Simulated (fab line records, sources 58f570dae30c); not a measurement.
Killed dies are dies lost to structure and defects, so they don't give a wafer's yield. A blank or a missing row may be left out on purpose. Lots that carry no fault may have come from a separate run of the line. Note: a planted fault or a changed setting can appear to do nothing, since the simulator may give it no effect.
The tool behind it: which one? -- flow berkeley-cmos170 -- 14 lots with 42 wafers sampled at 4 steps, on a route of 331 steps

WHAT EACH GAUGE READ, for each wafer
UCB170_NSD_OVL_MEAS_07. Usual: NSD_OVL gives -3 nm (standard deviation 4.8).
lot,measured,on,NSD_OVL (nm),flag
L140,day 8 08:02,overlay-01,0 0 -9,
L142,day 8 12:26,overlay-01,-7 -10 -8,
L145,day 8 21:37,overlay-02,-1 0 -1,
L143,day 8 21:46,overlay-01,1 1 -5,
L144,day 8 22:01,overlay-02,-3 -6 -4,
L146,day 8 22:18,overlay-01,-7 2 1,
L149,day 9 10:58,overlay-01,-6 -8 -17,
L150,day 9 23:58,overlay-01,2 -5 2,
L153,day 10 11:28,overlay-01,2 -1 3,
L155,day 10 20:02,overlay-01,3 -7 -4,
L160,day 11 17:55,overlay-01,7 0 -1,
L156,day 11 18:13,overlay-02,-3 -3 -2,
L161,day 12 13:29,overlay-01,0 -5 -4,
L162,day 13 00:23,overlay-02,-2 -1 -9,

UCB170_V2_BOW_MEAS_03. Usual: V2_BOW gives 37 um (standard deviation 6.9).
lot,measured,on,V2_BOW (um),flag
L140,day 9 04:50,film-metro-03,35 42 35,
L142,day 9 10:47,film-metro-03,32 36 42,
L145,day 9 17:55,film-metro-03,29 35 34,
L143,day 9 16:35,film-metro-01,39 32 30,
L144,day 9 19:29,film-metro-01,36 33 40,
L146,day 9 19:35,film-metro-03,32 42 40,
L149,day 10 10:41,film-metro-02,33 40 33,
L150,day 10 21:52,film-metro-03,40 32 40,
L153,day 11 07:38,film-metro-03,35 40 40,
L155,day 11 16:19,film-metro-03,28 42 31,
L160,day 12 11:52,film-metro-03,29 36 44,
L156,day 12 15:35,film-metro-03,53 30 38,
L161,day 13 09:15,film-metro-03,31 53 22,
L162,day 13 21:26,film-metro-03,47 46 36,

WHICH TOOL RAN EACH LOT (tool, then ch and the chambers of the sampled wafers, then the start)
lot,UCB170_NSD_STRIP_09,UCB170_M1_ETCH_11
L140,"plasma-asher-02 ch 0, day 8 08:14","rie-diel-03 ch 0,1,2, day 8 19:30"
L142,"plasma-asher-02 ch 0, day 8 12:37","rie-diel-03 ch 1,2,3, day 9 01:44"
L145,"plasma-asher-03 ch 0,1, day 8 21:48","rie-diel-04 ch 0,3, day 9 09:26"
L143,"plasma-asher-04 ch 0,1, day 8 21:58","rie-diel-02 ch 1,2, day 9 09:09"
L144,"plasma-asher-02 ch 1, day 8 22:12","rie-diel-03 ch 0,3, day 9 10:53"
L146,"plasma-asher-03 ch 0,1, day 8 22:29","rie-diel-04 ch 0,1, day 9 11:09"
L149,"plasma-asher-04 ch 0,1, day 9 11:09","rie-diel-02 ch 1,2,3, day 10 01:41"
L150,"plasma-asher-04 ch 0,1, day 10 00:09","rie-diel-02 ch 1,2, day 10 09:58"
L153,"plasma-asher-02 ch 0, day 10 11:39","rie-diel-02 ch 1,2,3, day 10 22:32"
L155,"plasma-asher-02 ch 0,1, day 10 20:13","rie-diel-04 ch 0,3, day 11 07:29"
L160,"plasma-asher-02 ch 0,1, day 11 18:07","rie-diel-03 ch 0,2, day 12 02:13"
L156,"plasma-asher-02 ch 0, day 11 18:24","rie-diel-04 ch 0,3, day 12 03:29"
L161,"plasma-asher-03 ch 0,1, day 12 13:41","rie-diel-03 ch 0,1,3, day 13 01:28"
L162,"plasma-asher-04 ch 0,1, day 13 00:34","rie-diel-03 ch 1,3, day 13 11:12"
- UCB170_NSD_STRIP_09: strips in O2.
- UCB170_M1_ETCH_11: etches BARC in N2/H2.

AS READ BY THE TOOLS THEMSELVES (means over the sampled wafers that have a number; for cases with no such wafer, the mark the record gives instead)
UCB170_NSD_STRIP_09. Usual: drypump-motor-current-A 5.6 A, standard deviation 0.33; oes-product-au 0.533 a.u., standard deviation 0.0044; strip-time-to-endpoint-s 35.80 s, standard deviation 0.077.
lot,tool,drypump-motor-current-A (A),oes-product-au (a.u.),strip-time-to-endpoint-s (s),flag
L140,plasma-asher-02,6.1,0.535,35.89,
L142,plasma-asher-02,6.1,0.533,35.75,
L145,plasma-asher-03,5.3,0.533,35.74,
L143,plasma-asher-04,5.8,0.535,35.84,
L144,plasma-asher-02,5.3,0.533,35.95,
L146,plasma-asher-03,5.3,0.534,35.76,
L149,plasma-asher-04,5.8,0.535,35.79,
L150,plasma-asher-04,5.9,0.532,35.64,
L153,plasma-asher-02,6.2,0.532,35.81,
L155,plasma-asher-02,5.9,0.537,35.72,
L160,plasma-asher-02,5.6,0.534,35.88,
L156,plasma-asher-02,6.1,0.532,35.78,
L161,plasma-asher-03,5.3,0.531,35.73,
L162,plasma-asher-04,5.8,0.532,35.72,

UCB170_M1_ETCH_11. Usual: drypump-motor-current-A 5.7 A, standard deviation 0.36; oes-product-au 0.990 a.u., standard deviation 0.023; throttle-valve-pct 13.40 %, standard deviation 0.14.
lot,tool,drypump-motor-current-A (A),oes-product-au (a.u.),throttle-valve-pct (%),flag
L140,rie-diel-03,5.7,0.997,13.45,
L142,rie-diel-03,5.7,0.992,13.37,
L145,rie-diel-04,5.4,0.986,13.50,
L143,rie-diel-02,6.1,0.997,13.38,
L144,rie-diel-03,5.8,1.009,13.52,
L146,rie-diel-04,5.7,0.979,13.35,
L149,rie-diel-02,5.8,0.996,13.37,
L150,rie-diel-02,6.1,0.993,13.38,
L153,rie-diel-02,5.8,0.992,13.37,
L155,rie-diel-04,5.4,0.987,13.49,
L160,rie-diel-03,5.7,0.999,13.49,
L156,rie-diel-04,5.4,0.968,13.51,
L161,rie-diel-03,5.9,1.005,13.46,
L162,rie-diel-03,5.9,1.002,13.38,

THE ANSWER, worked out from the rows above alone
Rule: take the mean of a lot's wafers that have a number; if it is more than 3 standard deviations from the usual mean, the lot is off. A lot without any number at a reading at which 4 lots or more have one is off too. Where the step has rows for the other lots, those lots are counted as sound. Order of review: gauges by route order, followed by the tools' own readings, for which a lot's mean as printed above is used. At the first step where some lot is off, the reading lying furthest off is the one used; lots without a number count as furthest.
No lot is off on any of the readings shown, so nothing can be concluded from this.

WHAT WAS PUT IN BY THE SIMULATOR
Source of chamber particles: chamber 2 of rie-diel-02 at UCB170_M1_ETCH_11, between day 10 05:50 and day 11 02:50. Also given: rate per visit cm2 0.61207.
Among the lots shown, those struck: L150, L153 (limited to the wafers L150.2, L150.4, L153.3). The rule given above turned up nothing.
